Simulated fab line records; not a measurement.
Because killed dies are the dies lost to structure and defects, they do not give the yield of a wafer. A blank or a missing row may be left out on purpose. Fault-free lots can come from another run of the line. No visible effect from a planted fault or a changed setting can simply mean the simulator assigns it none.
The tool behind it: which one? | flow berkeley-cmos170 | at 1 step of a route of 331, 7 lots with 21 wafers sampled

## WHAT THE GAUGES READ, wafer by wafer
UCB170_NSD_OVL_MEAS_07.
lot  | measured     | on         | NSD_OVL (nm)
L763 | day 9 05:17  | overlay-02 | 6 8 6
L764 | day 9 14:55  | overlay-01 | 3 -7 4
L767 | day 10 09:05 | overlay-01 | 4 -11 1
L769 | day 10 09:25 | overlay-01 | -8 -13 9
L774 | day 11 12:11 | overlay-01 | -3 -8 -8
L778 | day 11 12:58 | overlay-02 | 0 5 -3
L784 | day 12 22:28 | overlay-02 | 17 8 15

## EACH LOT AND THE TOOL THAT RAN IT (in order: tool; ch and the chambers of the sampled wafers; start)
There is no process step in the record ahead of these readings.

## THE ANSWER, worked out from the rows above alone
Rule: the lots themselves supply what counts as usual. The widest of any qualifying gaps counts: lots, ordered by their means at a reading, are off when they make up no more than a third of the lots, leave a main group of 4 or more, and stand apart from it by 3 or more times the standard deviation of that group's means. A main group whose means are all the same, to the digits that the tables above print for the reading, isn't used. Also off: a lot with no number at a reading for which 4 or more lots have one. Any other lot the step has rows for is counted as sound.
No lot is off on any of the readings shown, so nothing can be concluded from this.

## WHAT THE SIMULATOR HAD INSERTED
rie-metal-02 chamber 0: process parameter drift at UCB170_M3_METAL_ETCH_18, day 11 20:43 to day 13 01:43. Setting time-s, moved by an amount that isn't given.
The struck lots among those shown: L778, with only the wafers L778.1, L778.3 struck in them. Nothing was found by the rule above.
